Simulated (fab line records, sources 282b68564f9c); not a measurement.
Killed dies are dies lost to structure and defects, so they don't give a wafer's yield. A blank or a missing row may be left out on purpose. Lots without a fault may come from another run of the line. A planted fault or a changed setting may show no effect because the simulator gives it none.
fab line records | flow rit_cmos
record lots=14 wafers=42 last_day=7
route steps=202 shown FOX2@27 PWELL@49 SPACER@128 PSD@157 M1@202
lots that met no fault: from a run of the same line without faults
start_h: hours from the record's first day to the start of the lot's first wafer shown | wait_h: hours since the lot's step before | " the same as in the row above | L1.1+2: a row that stands for several wafers | - no value, or no start given | * or withheld: withheld | < > ~ a bound
route shown NAME@n: a module of which the file shows steps, and the number in the route of the first | usual: mean/standard deviation of fault-free wafers | same: alike in all rows | chamber/n: place in a boat | sites: the reading at each site | _std_site: their standard deviation | _edge_site: outer sites' mean less inner sites' | radius_mm: how far each site lies from the wafer's centre | mask NAME#n: copy n | behind: the tool/chamber that last shaped the wafer | hold: why the lot was held/for how many hours/how that ended | device: the transistor (n, p or np) that didn't switch | end of line: the same wafers' tests at the end of the route | a step without rows: its recipe alone | killed: dies lost to structure and defects at the first sort, not the wafer's yield | map: a wafer's dies, x killed, . not, _ none there
set.NAME: the setting as run; set.NAME@STEP: as run at that earlier step | model.NAME: the simulator's own value behind a step, which no gauge read
steps of the route over a sample of lots; a table a step, a row a wafer
services: from which hour (start_h, from the record's first day; less than 0 if before it) a tool's chamber was out of use, for how many hours, and why
## steps
# step RIT_FOX2_THK_MEAS_90
# recipe reads=SiO2_of_FOX2_OXIDATION_00
# usual FIELD_OXIDE_LEFT_1_THK=325/4.8
# columns lot.wafer tool chamber start_h wait_h FIELD_OXIDE_LEFT_1_THK[nm]
L843.2 film_metro-03 - 32.79 0.0 316
L843.3 " - " " 324
L843.4 " - " " 325
L844.1 film_metro-03 - 36.78 0.0 323
L844.4 " - " " 326
L844.6 " - " " 327
L846.2 film_metro-01 - 46.70 0.0 326
L846.3 " - " " 326
L846.4 " - " " 328
L848.3 film_metro-01 - 55.68 0.0 322
L848.5 " - " " 325
L848.6 " - " " 325
L849.3 film_metro-04 - 59.94 0.0 322
L849.4 " - " " 325
L849.6 " - " " 326
L852.1 film_metro-04 - 75.85 0.0 336
L852.2 " - " " 328
L852.6 " - " " 332
L853.1 film_metro-04 - 80.80 0.0 318
L853.2 " - " " 312
L853.6 " - " " 324
L854.2 film_metro-04 - 86.18 0.0 327
L854.3 " - " " 329
L854.5 " - " " 333
L855.2 film_metro-04 - 91.08 0.0 328
L855.3 " - " " 329
L855.5 " - " " 334
L856.2 film_metro-01 - 95.14 0.0 326
L856.4 " - " " 322
L856.5 " - " " 327
L857.1 film_metro-04 - 101.83 0.0 321
L857.2 " - " " 329
L857.4 " - " " 327
L858.1 film_metro-04 - 107.16 0.0 327
L858.3 " - " " 322
L858.4 " - " " 324
L861.3 film_metro-04 - 120.94 0.0 328
L861.4 " - " " 326
L861.6 " - " " 328
L863.4 film_metro-04 - 131.31 0.0 320
L863.5 " - " " 317
L863.6 " - " " 319
# step RIT_PWELL_TW_MEAS_10
# usual PWELL_TW=952/5.6
# columns lot.wafer tool chamber start_h wait_h PWELL_TW
L843.2 film_metro-02 - 36.01 0.1 948
L843.3 " - " " 951
L843.4 " - " " 948
L844.1 film_metro-04 - 40.01 0.1 944
L844.4 " - " " 943
L844.6 " - " " 942
L846.2 film_metro-04 - 50.00 0.1 951
L846.3 " - " " 949
L846.4 " - " " 948
L848.3 film_metro-02 - 59.10 0.1 954
L848.5 " - " " 955
L848.6 " - " " 951
L849.3 film_metro-04 - 63.51 0.1 952
L849.4 " - " " 945
L849.6 " - " " 949
L852.1 film_metro-04 - 79.15 0.1 953
L852.2 " - " " 953
L852.6 " - " " 948
L853.1 film_metro-04 - 84.03 0.1 958
L853.2 " - " " 952
L853.6 " - " " 950
L854.2 film_metro-01 - 89.53 0.1 961
L854.3 " - " " 961
L854.5 " - " " 960
L855.2 film_metro-04 - 94.44 0.1 952
L855.3 " - " " 949
L855.5 " - " " 951
L856.2 film_metro-04 - 98.36 0.1 953
L856.4 " - " " 945
L856.5 " - " " 946
L857.1 film_metro-04 - 105.06 0.1 955
L857.2 " - " " 942
L857.4 " - " " 952
L858.1 film_metro-02 - 110.52 0.1 955
L858.3 " - " " 955
L858.4 " - " " 953
L861.3 film_metro-01 - 124.19 0.1 959
L861.4 " - " " 962
L861.6 " - " " 966
L863.4 film_metro-04 - 134.54 0.1 954
L863.5 " - " " 945
L863.6 " - " " 951
# step RIT_SPACER_CVD_03
# recipe material=Si3N4 target_thk_nm=250 temp_c=810 precursor=SiH2Cl2/NH3 time_s=3300 pressure_mtorr=300 sih2cl2_flow_sccm=60 nh3_flow_sccm=150
# usual spike_tc_load_C=836/3.9
# columns lot.wafer tool chamber start_h wait_h spike_tc_load_C
L843.2 lpcvd-02 1 58.97 0.0 837
L843.3 " 1 " " 836
L843.4 " 1 " " 837
L844.1 lpcvd-01 1 63.80 0.6 839
L844.4 " 1 " " 839
L844.6 " 1 " " 839
L846.2 lpcvd-01 0 73.51 0.0 832
L846.3 " 0 " " 833
L846.4 " 0 " " 835
L848.3 lpcvd-01 1 80.65 0.0 838
L848.5 " 1 " " 838
L848.6 " 1 " " 839
L849.3 lpcvd-01 0 85.87 0.0 832
L849.4 " 0 " " 833
L849.6 " 0 " " 831
L852.1 lpcvd-01 1 103.65 0.0 839
L852.2 " 1 " " 839
L852.6 " 1 " " 838
L853.1 lpcvd-01 1 107.18 0.3 837
L853.2 " 1 " " 837
L853.6 " 1 " " 838
L854.2 lpcvd-01 1 115.09 0.0 840
L854.3 " 1 " " 840
L854.5 " 1 " " 838
L855.2 lpcvd-02 1 117.74 0.0 837
L855.3 " 1 " " 838
L855.5 " 1 " " 838
L856.2 lpcvd-01 1 121.60 0.0 840
L856.4 " 1 " " 839
L856.5 " 1 " " 839
L857.1 lpcvd-01 0 125.33 0.0 833
L857.2 " 0 " " 833
L857.4 " 0 " " 831
L858.1 lpcvd-02 0 135.58 0.0 829
L858.3 " 0 " " 828
L858.4 " 0 " " 827
L861.3 lpcvd-02 0 146.89 0.0 828
L861.4 " 0 " " 828
L861.6 " 0 " " 829
L863.4 lpcvd-02 0 160.09 1.5 828
L863.5 " 0 " " 827
L863.6 " 0 " " 829
# step RIT_SPACER_THK_MEAS_04
# recipe reads=Si3N4_of_SPACER_CVD_03
# usual SPACER_NITRIDE_THK=250.1/2.1
# columns lot.wafer tool chamber start_h wait_h SPACER_NITRIDE_THK[nm]
L843.2 film_metro-03 - 60.90 0.0 251.9
L843.3 " - " " 253.7
L843.4 " - " " 251.4
L844.1 film_metro-02 - 65.72 0.0 253.4
L844.4 " - " " 252.7
L844.6 " - " " 252.4
L846.2 film_metro-04 - 75.44 0.0 251.9
L846.3 " - " " 250.2
L846.4 " - " " 250.9
L848.3 film_metro-03 - 82.58 0.0 249.1
L848.5 " - " " 252.9
L848.6 " - " " 251.5
L849.3 film_metro-04 - 87.80 0.0 253.0
L849.4 " - " " 253.8
L849.6 " - " " 250.4
L852.1 film_metro-02 - 105.56 0.0 249.4
L852.2 " - " " 252.0
L852.6 " - " " 247.7
L853.1 film_metro-04 - 109.10 0.0 248.2
L853.2 " - " " 247.7
L853.6 " - " " 248.2
L854.2 film_metro-02 - 117.02 0.0 249.5
L854.3 " - " " 248.9
L854.5 " - " " 248.2
L855.2 film_metro-02 - 119.67 0.0 246.6
L855.3 " - " " 248.8
L855.5 " - " " 246.7
L856.2 film_metro-04 - 123.55 0.0 248.3
L856.4 " - " " 248.0
L856.5 " - " " 250.3
L857.1 film_metro-04 - 127.24 0.0 249.6
L857.2 " - " " 250.3
L857.4 " - " " 250.2
L858.1 film_metro-03 - 137.50 0.0 250.1
L858.3 " - " " 250.4
L858.4 " - " " 251.8
L861.3 film_metro-02 - 148.83 0.0 271.2
L861.4 " - " " 270.5
L861.6 " - " " 271.8
L863.4 film_metro-04 - 162.04 0.0 266.6
L863.5 " - " " 267.8
L863.6 " - " " 267.5
# step RIT_SPACER_ETCHBACK_05
# recipe target_depth_a=2500 SF6_flow_sccm=30 CHF3_flow_sccm=30 target=Si3N4 chemistry=SF6/CHF3 pressure_mtorr=40 rf_w=250 time_s=240 stop_on=SiO2
# usual drypump_motor_current_A=5.8/0.45 oes_product_au=0.845/0.014 throttle_valve_pct=10.31/0.2
# same time_s=240
# columns lot.wafer tool chamber start_h wait_h drypump_motor_current_A oes_product_au rf_hours_counter_h throttle_valve_pct
L843.2 rie_diel-02 3 60.95 0.0 6.0 0.827 51 10.17
L843.3 " 0 " " 5.7 0.857 83 10.47
L843.4 " 1 " " 5.9 0.849 124 10.62
L844.1 rie_diel-03 1 65.78 0.1 6.0 0.850 48 9.93
L844.4 " 3 " " 5.7 0.852 100 10.25
L844.6 " 0 " " 6.4 0.855 - 10.50
L846.2 rie_diel-01 0 75.49 0.0 5.9 0.876 122 10.48
L846.3 " 1 " " 4.8 0.867 35 10.17
L846.4 " 3 " " 5.3 0.829 5 10.40
L848.3 rie_diel-01 3 82.62 0.0 5.3 0.834 5 10.42
L848.5 " 3 " " 5.3 0.836 - 10.42
L848.6 " 2 " " 6.0 0.834 - 10.15
L849.3 rie_diel-01 2 87.84 0.0 6.0 0.837 4 10.16
L849.4 " 3 " " 5.3 0.840 5 10.41
L849.6 " 0 " " 6.0 0.865 - 10.48
L852.1 rie_diel-01 3 105.62 0.1 5.3 0.827 5 10.42
L852.2 " 0 " " 6.0 0.875 123 10.48
L852.6 " 0 " " 5.9 0.858 - 10.47
L853.1 rie_diel-03 0 109.16 0.1 6.4 0.854 91 10.48
L853.2 " 2 " " 5.6 0.830 111 10.39
L853.6 " 0 " " 6.4 0.848 - 10.50
L854.2 rie_diel-02 1 117.07 0.0 5.9 0.843 125 10.59
L854.3 " 2 " " 6.7 0.838 129 10.54
L854.5 " 1 " " 6.0 0.849 - 10.59
L855.2 rie_diel-03 2 119.72 0.0 5.6 0.837 111 10.40
L855.3 " 1 " " 6.0 0.852 49 9.92
L855.5 " 2 " " 5.6 0.824 - 10.39
L856.2 rie_diel-03 3 123.60 0.0 5.7 0.830 101 10.25
L856.4 " 2 " " 5.6 0.842 111 10.39
L856.5 " 0 " " 6.4 0.858 - 10.49
L857.1 rie_diel-03 0 127.30 0.1 6.4 0.858 92 10.49
L857.2 " 3 " " 5.7 0.838 101 10.24
L857.4 " 2 " " 5.6 0.843 111 10.40
L858.1 rie_diel-02 1 137.56 0.1 5.9 0.846 126 10.60
L858.3 " 3 " " 6.0 0.830 53 10.17
L858.4 " 0 " " 5.7 0.843 - 10.45
L861.3 rie_diel-01 1 148.87 0.0 4.8 0.915 36 10.17
L861.4 " 0 " " 5.9 0.924 123 10.49
L861.6 " 1 " " 4.8 0.921 - 10.17
L863.4 rie_diel-03 3 162.07 0.0 5.7 0.882 102 10.26
L863.5 " 1 " " 6.0 0.884 - 9.91
L863.6 " 2 " " 5.6 0.877 - 10.40
# step RIT_SDANNEAL_RS_MEAS_04
# recipe thk_meas_gauge=four-point-probe
# usual PSD_RS=116.95/0.23
# columns lot.wafer tool chamber start_h wait_h PSD_RS[ohm/sq]
L843.2 film_metro-03 - 64.57 0.1 116.91
L843.3 " - " " 116.65
L843.4 " - " " 117.26
L844.1 film_metro-03 - 69.32 0.0 117.36
L844.4 " - " " 117.42
L844.6 " - " " 117.18
L846.2 film_metro-02 - 79.10 0.1 116.86
L846.3 " - " " 116.86
L846.4 " - " " 116.91
L848.3 film_metro-02 - 86.33 0.1 116.72
L848.5 " - " " 117.20
L848.6 " - " " 117.23
L849.3 film_metro-03 - 91.30 0.1 116.82
L849.4 " - " " 116.90
L849.6 " - " " 116.69
L852.1 film_metro-01 - 109.51 0.0 117.00
L852.2 " - " " 117.01
L852.6 " - " " 117.11
L853.1 film_metro-03 - 112.71 0.0 116.87
L853.2 " - " " 116.76
L853.6 " - " " 116.94
L854.2 film_metro-01 - 120.50 0.1 116.69
L854.3 " - " " 117.30
L854.5 " - " " 116.76
L855.2 film_metro-02 - 123.34 0.1 117.11
L855.3 " - " " 117.25
L855.5 " - " " 117.11
L856.2 film_metro-02 - 127.04 0.1 116.77
L856.4 " - " " 116.65
L856.5 " - " " 116.79
L857.1 film_metro-02 - 130.82 0.0 117.51
L857.2 " - " " 117.12
L857.4 " - " " 117.51
L858.1 film_metro-03 - 140.99 0.0 117.14
L858.3 " - " " 116.85
L858.4 " - " " 116.70
L861.3 film_metro-02 - 152.47 0.1 117.12
L861.4 " - " " 117.02
L861.6 " - " " 117.35
L863.4 film_metro-03 - 165.88 0.1 116.77
L863.5 " - " " 116.56
L863.6 " - " " 116.78
# step RIT_M1_PROBE_99
# usual killed_at_front_end=6/3.2 killed_dies=7/3.2 killed_open=3.4/1.8 killed_short=3.2/2.3
# same gross_dies=264 killed_at_M0_to_M3=0 killed_at_M4_up=0 killed_at_back_side=0 killed_at_contacts=0 killed_at_other=0
# columns lot.wafer tool chamber start_h wait_h killed_at_front_end killed_dies killed_open killed_short
L843.2 prober-01 - 71.85 0.1 5 5 1 4
L843.3 prober-01 - 71.90 0.2 3 3 1 2
L843.4 prober-01 - 71.95 0.2 5 5 4 1
L844.1 prober-02 - 76.72 0.1 8 8 4 4
L844.4 prober-02 - 76.87 0.2 3 3 1 2
L844.6 prober-02 - 76.97 0.2 4 4 2 2
L846.2 prober-02 - 86.61 0.1 11 11 3 8
L846.3 prober-02 - 86.66 0.2 10 10 8 2
L846.4 prober-02 - 86.71 0.2 5 5 5 0
L848.3 prober-02 - 94.05 0.2 7 7 4 3
L848.5 prober-02 - 94.15 0.2 5 5 3 2
L848.6 prober-02 - 94.20 0.2 5 5 3 2
L849.3 prober-01 - 98.99 0.2 4 4 2 2
L849.4 prober-01 - 99.04 0.2 7 7 3 4
L849.6 prober-01 - 99.14 0.2 1 1 1 0
L852.1 prober-02 - 117.14 0.1 9 9 5 4
L852.2 prober-02 - 117.19 0.1 9 9 5 4
L852.6 prober-02 - 117.39 0.2 8 8 2 6
L853.1 prober-01 - 120.26 0.1 9 9 3 6
L853.2 prober-01 - 120.31 0.1 7 7 5 2
L853.6 prober-01 - 120.51 0.2 4 4 4 0
L854.2 prober-02 - 128.08 0.1 6 6 6 0
L854.3 prober-02 - 128.13 0.2 5 5 3 2
L854.5 prober-02 - 128.23 0.2 2 2 2 0
L855.2 prober-01 - 131.00 0.1 2 2 1 1
L855.3 prober-01 - 131.05 0.2 5 5 2 3
L855.5 prober-01 - 131.15 0.2 11 11 4 7
L856.2 prober-02 - 134.43 0.1 5 5 3 2
L856.4 prober-02 - 134.53 0.2 9 9 7 2
L856.5 prober-02 - 134.58 0.2 9 9 3 6
L857.1 prober-01 - 138.23 0.1 5 5 1 4
L857.2 prober-01 - 138.28 0.1 11 11 4 7
L857.4 prober-01 - 138.38 0.2 10 10 4 6
L858.1 prober-02 - 148.46 0.1 13 13 6 7
L858.3 prober-02 - 148.56 0.2 12 12 5 7
L858.4 prober-02 - 148.61 0.2 8 8 5 3
L863.4 prober-01 - 173.45 0.2 2 2 1 1
L863.5 prober-01 - 173.50 0.2 9 9 7 2
L863.6 prober-01 - 173.55 0.2 13 13 4 9
# killed by level:class
L843.2 GATE:geometric_particle:short=4 GATE:geometric_particle:open=1
L843.3 GATE:geometric_particle:open=1 GATE:geometric_particle:short=1 REOX:geometric_particle:short=1
L843.4 FOX1:geometric_particle:open=2 FOX1:geometric_particle:short=1 FOX2:geometric_particle:open=1 SPACER:geometric_particle:open=1
L844.1 GATE:geometric_particle:short=4 GATE:geometric_particle:open=3 REOX:geometric_particle:open=1
L844.4 FOX1:geometric_particle:short=1 REOX:geometric_particle:short=1 REOX:geometric_particle:open=1
L844.6 GATE:geometric_particle:short=1 GATE:geometric_particle:open=1 SPACER:geometric_particle:open=1 SILICIDE:geometric_particle:short=1
L846.2 GATE:geometric_particle:short=3 SILICIDE:geometric_particle:short=3 SILICIDE:geometric_particle:open=2 FOX2:geometric_particle:short=1 REOX:geometric_particle:open=1 REOX:geometric_particle:short=1
L846.3 SILICIDE:geometric_particle:open=4 GATE:geometric_particle:open=2 FOX1:geometric_particle:open=1 FOX2:geometric_particle:short=1 REOX:geometric_particle:short=1 SPACER:geometric_particle:open=1
L846.4 GATE:geometric_particle:open=2 FOX1:geometric_particle:open=1 FOX2:geometric_particle:open=1 SILICIDE:geometric_particle:open=1
L848.3 GATE:geometric_particle:open=2 FOX1:geometric_particle:open=1 FOX1:geometric_particle:short=1 SPACER:geometric_particle:open=1 GATE:geometric_particle:short=1 SPACER:geometric_particle:short=1
L848.5 GATE:geometric_particle:short=2 GATE:geometric_particle:open=1 REOX:geometric_particle:open=1 SILICIDE:geometric_particle:open=1
L848.6 FOX1:geometric_particle:open=1 FOX1:geometric_particle:short=1 GATE:geometric_particle:short=1 GATE:geometric_particle:open=1 SILICIDE:geometric_particle:open=1
L849.3 GATE:geometric_particle:short=1 GATE:geometric_particle:open=1 REOX:geometric_particle:short=1 REOX:geometric_particle:open=1
L849.4 FOX2:geometric_particle:open=2 SPACER:geometric_particle:short=2 FOX2:geometric_particle:short=1 REOX:geometric_particle:short=1 SPACER:geometric_particle:open=1
L849.6 GATE:geometric_particle:open=1
L852.1 GATE:geometric_particle:short=3 GATE:geometric_particle:open=3 FOX1:geometric_particle:short=1 REOX:geometric_particle:open=1 SILICIDE:geometric_particle:open=1
L852.2 GATE:geometric_particle:short=3 FOX1:geometric_particle:open=2 GATE:geometric_particle:open=2 FOX2:geometric_particle:open=1 REOX:geometric_particle:short=1
L852.6 GATE:geometric_particle:short=3 FOX1:geometric_particle:short=1 GATE:geometric_particle:open=1 REOX:geometric_particle:short=1 SILICIDE:geometric_particle:open=1 SILICIDE:geometric_particle:short=1
L853.1 FOX1:geometric_particle:short=2 FOX2:geometric_particle:open=2 GATE:geometric_particle:short=2 FOX1:geometric_particle:open=1 FOX2:geometric_particle:short=1 REOX:geometric_particle:short=1
L853.2 FOX1:geometric_particle:open=2 FOX2:geometric_particle:open=1 GATE:geometric_particle:open=1 GATE:geometric_particle:short=1 REOX:geometric_particle:short=1 SPACER:geometric_particle:open=1
L853.6 GATE:geometric_particle:open=2 REOX:geometric_particle:open=1 SILICIDE:geometric_particle:open=1
L854.2 FOX1:geometric_particle:open=3 GATE:geometric_particle:open=1 SPACER:geometric_particle:open=1 SILICIDE:geometric_particle:open=1
L854.3 FOX1:geometric_particle:short=1 GATE:geometric_particle:short=1 GATE:geometric_particle:open=1 REOX:geometric_particle:open=1 SPACER:geometric_particle:open=1
L854.5 SPACER:geometric_particle:open=1 SILICIDE:geometric_particle:open=1
L855.2 REOX:geometric_particle:short=1 REOX:geometric_particle:open=1
L855.3 GATE:geometric_particle:short=2 FOX2:geometric_particle:short=1 GATE:geometric_particle:open=1 SILICIDE:geometric_particle:open=1
L855.5 REOX:geometric_particle:short=3 FOX1:geometric_particle:short=1 FOX2:geometric_particle:short=1 FOX2:geometric_particle:open=1 GATE:geometric_particle:open=1 GATE:geometric_particle:short=1 REOX:geometric_particle:open=1 SPACER:geometric_particle:short=1
L856.2 GATE:geometric_particle:open=3 FOX1:geometric_particle:short=1 SPACER:geometric_particle:short=1
L856.4 GATE:geometric_particle:open=5 FOX1:geometric_particle:short=1 FOX2:geometric_particle:open=1 GATE:geometric_particle:short=1 SPACER:geometric_particle:open=1
L856.5 GATE:geometric_particle:short=3 FOX2:geometric_particle:short=2 GATE:geometric_particle:open=2 FOX1:geometric_particle:short=1 FOX1:geometric_particle:open=1
L857.1 GATE:geometric_particle:short=2 FOX1:geometric_particle:open=1 REOX:geometric_particle:short=1 SILICIDE:geometric_particle:short=1
L857.2 GATE:geometric_particle:open=3 SILICIDE:geometric_particle:short=2 ACTIVE:geometric_particle:short=1 FOX1:geometric_particle:short=1 FOX2:geometric_particle:short=1 FOX2:geometric_particle:open=1 GATE:geometric_particle:short=1 REOX:geometric_particle:short=1
L857.4 FOX1:geometric_particle:short=2 GATE:geometric_particle:short=2 FOX2:geometric_particle:open=1 GATE:geometric_particle:open=1 REOX:geometric_particle:open=1 REOX:geometric_particle:short=1 SILICIDE:geometric_particle:open=1 SILICIDE:geometric_particle:short=1
L858.1 SPACER:geometric_particle:short=4 GATE:geometric_particle:open=3 FOX1:geometric_particle:short=2 FOX1:geometric_particle:open=2 GATE:geometric_particle:short=1 SPACER:geometric_particle:open=1
L858.3 FOX1:geometric_particle:open=2 GATE:geometric_particle:short=2 GATE:geometric_particle:open=2 SPACER:geometric_particle:short=2 FOX1:geometric_particle:short=1 REOX:geometric_particle:short=1 SILICIDE:geometric_particle:open=1 SILICIDE:geometric_particle:short=1
L858.4 GATE:geometric_particle:short=3 GATE:geometric_particle:open=2 FOX1:geometric_particle:open=1 REOX:geometric_particle:open=1 SPACER:geometric_particle:open=1
L863.4 GATE:geometric_particle:open=1 SPACER:geometric_particle:short=1
L863.5 GATE:geometric_particle:open=4 GATE:geometric_particle:short=2 REOX:geometric_particle:open=1 SPACER:geometric_particle:open=1 SILICIDE:geometric_particle:open=1
L863.6 GATE:geometric_particle:short=5 FOX1:geometric_particle:short=3 FOX1:geometric_particle:open=2 GATE:geometric_particle:open=2 SPACER:geometric_particle:short=1
## services
# columns tool chamber start_h hours kind
rie_diel-02 1 43.86 9.4 repair
rie_diel-03 3 45.66 4.7 repair
rie_diel-03 3 53.15 5.8 repair
rie_diel-02 0 87.69 5.5 repair
rie_diel-01 - 92.12 0.7 repair
rie_diel-01 - 115.59 14.6 pm
rie_diel-02 0 125.95 1.6 repair
rie_diel-02 2 135.33 16.1 repair
rie_diel-01 2 138.17 9.5 repair
rie_diel-03 3 140.91 4.5 repair
lpcvd-01 - 142.85 0.6 repair
rie_diel-01 1 143.35 3.8 repair
lpcvd-01 - 158.57 2.8 pm
## key
first_sign step=RIT_SPACER_THK_MEAS_04 reading=SPACER_NITRIDE_THK direction=up sigmas=9.1 usual=250.1 struck=269.2
effect step=RIT_SPACER_ETCHBACK_05 reading=oes_product_au direction=up sigmas=4.1 usual=0.845 struck=0.901
met_at RIT_SPACER_CVD_03
struck_lots L861,L863
rows_end L861.3,L861.4,L861.6
tester_left_out L863
not_acting_at RIT_FOX2_THK_MEAS_90,RIT_PWELL_TW_MEAS_10,RIT_SDANNEAL_RS_MEAS_04
onset_between 135.58 146.89
also_fits time
fault kind=process_parameter_drift tool=lpcvd-02 chamber=- onset_h=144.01 steps=RIT_SPACER_CVD_03 channel=target_thk_nm offset=20 shape=step end_h=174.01 acts_in=these_recipes_only stated=250
# tester_left_out: of these lots the tester's yield and bins aren't shown, on N5 and GAA mostly nor the transistor test; their killed dies are dies lost to structure and defects alone, not to doping, threshold or leakage, so they don't give the yield
# rows_end: these wafers met a further fault down the route, and their rows from its step on are left out
